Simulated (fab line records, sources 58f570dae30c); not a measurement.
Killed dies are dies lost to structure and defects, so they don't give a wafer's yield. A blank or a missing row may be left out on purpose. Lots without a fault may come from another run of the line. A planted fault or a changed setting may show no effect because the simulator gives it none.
Which tool did it? | flow berkeley_cmos170 | 7 lots, 21 wafers sampled, at 3 steps of a route of 331

WHAT THE GAUGES READ, wafer by wafer
UCB170_PLDD_OVL_MEAS_07.
lot  | measured     | on         | PLDD_OVL (nm)
L397 | day 6 16:46  | overlay-01 | -9 -14 -6
L399 | day 7 05:22  | overlay-02 | -1 -2 3
L402 | day 8 04:26  | overlay-01 | 0 -4 -7
L406 | day 8 22:09  | overlay-01 | -4 -8 -5
L408 | day 9 17:04  | overlay-02 | -7 -8 0
L414 | day 10 18:36 | overlay-01 | -7 -1 -4
L417 | day 11 06:18 | overlay-02 | 0 -6 -9

WHICH TOOL RAN EACH LOT (tool, then ch and the chambers of the sampled wafers, then the start)
lot  | UCB170_ZERO_STRIP_07                | UCB170_PLDD_EXPOSE_03
L397 | plasma_asher-03 ch 0,1, day 2 09:32 | krf_scanner-02 ch 0, day 6 16:04
L399 | plasma_asher-03 ch 0,1, day 2 19:13 | krf_scanner-02 ch 0, day 7 04:46
L402 | plasma_asher-04 ch 0,1, day 3 10:23 | krf_scanner-02 ch 0, day 8 03:46
L406 | plasma_asher-01 ch 0,1, day 4 06:41 | krf_scanner-01 ch 0, day 8 21:38
L408 | plasma_asher-04 ch 0,1, day 4 16:58 | krf_scanner-02 ch 0, day 9 16:34
L414 | plasma_asher-04 ch 0,1, day 5 23:14 | krf_scanner-02 ch 0, day 10 18:05
L417 | plasma_asher-01 ch 0,1, day 6 15:40 | krf_scanner-02 ch 0, day 11 04:35
- UCB170_ZERO_STRIP_07: strips in O2.
- UCB170_PLDD_EXPOSE_03: exposes mask PSELECT, target cd 1200 nm.

THE ANSWER, worked out from the rows above alone
Rule: what is usual is taken from the lots themselves. Put in order of their means at a reading, lots are off if they are a third of the lots or fewer, leave a main group of 4 or more, and stand apart from it by a gap of 3 or more times the standard deviation of the main group's means; of several such gaps the widest counts. A main group whose means are all the same, to the digits that the tables above print for the reading, isn't used. A lot without any number at a reading at which 4 lots or more have one is off too. The other lots that the step has rows for count as sound.
No lot is off at any reading shown: from this, nothing can be told.

WHAT THE SIMULATOR HAD PUT IN
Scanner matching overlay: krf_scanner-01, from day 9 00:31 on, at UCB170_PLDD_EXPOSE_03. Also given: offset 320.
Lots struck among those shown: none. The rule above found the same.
